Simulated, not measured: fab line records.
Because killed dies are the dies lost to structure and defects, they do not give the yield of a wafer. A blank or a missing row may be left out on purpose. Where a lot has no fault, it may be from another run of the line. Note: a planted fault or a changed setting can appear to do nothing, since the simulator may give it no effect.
A struck lot beside a sound one :: flow rit-cmos :: 15 steps out of a route of 202
Sound: the wafers L538.2, L538.3, L538.5. Struck: wafers L556.2, L556.3, L556.6. The cause comes at the end.
For every step that has rows: the tool of each side, followed by ch and its chambers, followed by its first start. Under that, the readings that differ: sound wafers :: struck wafers :: difference of the means :: sigmas: that difference in standard deviations of wafers without a fault.
alike: a reading whose means differ by less than 2 such deviations, as well as words and numbers matching on both sides. not compared: withheld readings; readings where some wafer has no value; bounds like >300 that might hide an equal value; numbers whose values overlap and for which the record gives no deviation.
Wherever a step has rows on one side only, a row that says differs or no value, or a row with sigmas, the two part there. Numbers that have no deviation but don't overlap get no sigmas and don't part them. A reading missing from all wafers of one side parts the sides only when that side holds two or more wafers.

first, 4 steps without rows for these wafers: RIT_GATE_CLEAN_01 (cleans in SC1, time 600 s); RIT_GATE_CLEAN_02 (cleans in dHF, time 30 s); RIT_GATE_CLEAN_03 (cleans in SC2, time 600 s); RIT_GATE_CLEAN_04 (cleans in dHF, time 60 s).
RIT_FOX2_THK_MEAS_91:
  sound on film-metro-04, day 3 00:01; struck on film-metro-04, day 6 17:37
  alike: FIELD_OXIDE_LEFT_2_THK
then, 2 steps without rows for these wafers: RIT_GATE_OXIDATION_05 (target thk 3 nm, ox time 270 s); RIT_GATE_ANNEAL_06 (time 600 s).
RIT_GATE_THK_MEAS_07:
  sound on film-metro-02, day 3 01:24; struck on film-metro-04, day 6 19:22
  alike: GATE_OXIDE_THK
then, 1 step without rows for these wafers: RIT_GATE_CVD_08 (deposits poly-Si from SiH4, target thk 250 nm, time 2220 s).
RIT_GATE_THK_MEAS_09:
  sound on film-metro-02, day 3 04:20; struck on film-metro-03, day 6 21:02
  alike: GATE_POLY_THK
then, 2 steps without rows for these wafers: RIT_GATE_HMDS_10 (prime time 60 s); RIT_GATE_COAT_11 (resist thk 850 nm).
RIT_GATE_SOFTBAKE_12: time 60 s.
  sound on litho-track-04 ch 0, day 3 04:47; struck on litho-track-04 ch 0, day 6 21:25
reading: heater-power-total-W (W)
sound: 34.61 34.54 34.48
struck: 35.40 35.33 35.39
difference: +0.83
sigmas: +17

reading: plate-temp-C (C)
sound: 90.04 89.84 89.92
struck: 91.38 91.45 91.35
difference: +1.46
sigmas: +12
then, 2 steps without rows for these wafers: RIT_GATE_EXPOSE_13 (exposes mask M6, target cd 150 nm); RIT_M1_PROBE_99.

== WHERE THEY PART ==
Within this record, at RIT_GATE_SOFTBAKE_12 only.

WHY: what had been put in by the simulator
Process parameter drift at RIT_GATE_SOFTBAKE_12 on litho-track-04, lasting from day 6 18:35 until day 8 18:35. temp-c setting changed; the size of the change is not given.
